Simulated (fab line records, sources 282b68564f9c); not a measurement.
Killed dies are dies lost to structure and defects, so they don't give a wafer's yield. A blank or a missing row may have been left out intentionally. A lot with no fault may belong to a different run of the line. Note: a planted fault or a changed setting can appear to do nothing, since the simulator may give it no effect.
Problem report, 8D (eight disciplines) form, completed by code | flow rit_cmos | the parts of the form that need people (team, actions taken, sign-off) are left out

## 1. WHAT IS WRONG
NWELL_TW at RIT_NWELL_TW_MEAS_10 reads a mean of 1922 on 6 wafers of 2 lots; wafers without a fault read 2150 with a standard deviation of 35. Measured from the usual mean, that is -6.5 standard deviations.
First observed at day 3 22:53: wafer L619.1, on film_metro-04. The record has a number at this step for 42 wafers belonging to 14 lots. Rule for "out" (also "out of limits"): further than 4 standard deviations from the usual mean. The other wafers with a number count as sound.

## 2. WHAT IT IS, AND WHAT IT ISN'T
question                    | is                           | is not
which readings at this step | NWELL_TW                     | -
which lots                  | L619, L623                   | L609, L611, L612, L613, L614, L615, L616, L617, L624, L627, L629, L632
which wafers of those lots  | all that have a number       | -
read on which gauges        | film_metro-01, film_metro-04 | film_metro-02
when                        | from day 3 22:53             | up to then (24 sound wafers); but 12 sound wafers of L624, L627, L629, L632 came after

## 3. SUSPECTS, AND WHAT RULES EACH OUT
Counting: a tool stays on the suspect list if, at a process step up to the reading, it processed all lots that are out and no sound lot following the first of them.
- the gauge at RIT_NWELL_TW_MEAS_10 has been ruled out. The wafers that are out were read on 2 gauges (film_metro-01, film_metro-04).
- implanter-04 at RIT_NWELL_IMPLANT_08: kept. It ran every lot that is out, first L619 (day 3 22:34), and no sound lot after that; its last sound lot up to then is L617 (day 3 14:16). Out on those wafers are its own readings of dose_ions_cm2, faraday_current_uA.
Left after counting: implanter-04 at RIT_NWELL_IMPLANT_08.

## 4. THE CAUSE (what the simulator had put in)
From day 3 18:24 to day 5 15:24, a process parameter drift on implanter-04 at RIT_NWELL_IMPLANT_08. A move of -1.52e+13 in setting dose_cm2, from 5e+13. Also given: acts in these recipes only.
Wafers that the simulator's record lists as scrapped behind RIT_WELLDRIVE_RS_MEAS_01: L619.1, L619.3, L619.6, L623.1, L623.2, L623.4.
This tool alone remained once counting was done.

## 5. SEQUENCE OF EFFECTS, ordered by route
Each row: a reading where the mean over the struck wafers with a number is more than 3 standard deviations away from the usual. Scope: only readings with a usual standard deviation given in the record; hours: median across lots of the time from each lot's start at the first step in this table that gives one to its start at this step; sigmas: change in usual standard deviations.
hours | step                     | reading            | usual        | on struck wafers | change | sigmas
0     | RIT_NWELL_IMPLANT_08     | dose_ions_cm2      | 5e+13        | 3e+13            | -2e+13 | -99 or more
0     | RIT_NWELL_IMPLANT_08     | faraday_current_uA | 158          | 110              | -48    | -15
0     | RIT_NWELL_TW_MEAS_10     | NWELL_TW           | 2150         | 1922             | -228   | -6.5
11    | RIT_WELLDRIVE_RS_MEAS_01 | NWELL_RS           | 275.4 ohm/sq | 344.8            | +69.4  | +87
Process steps it contains:
- RIT_NWELL_IMPLANT_08

## 6. HOW IT WOULD HAVE BEEN CAUGHT EARLIER
4 hours passed between the start of the fault at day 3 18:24 and the first reading out of limits at a measuring or inspecting step in this record, taken at day 3 22:53.
The tool's own readings at RIT_NWELL_IMPLANT_08 were out on every struck wafer that the step has a row for (dose_ions_cm2, faraday_current_uA): an alarm limit on them would have fired on the first of those.
Among the 2 lots that are out, L623 began RIT_NWELL_IMPLANT_08 on implanter-04 after day 3 22:53. A hold on the tool at that time would have spared it.
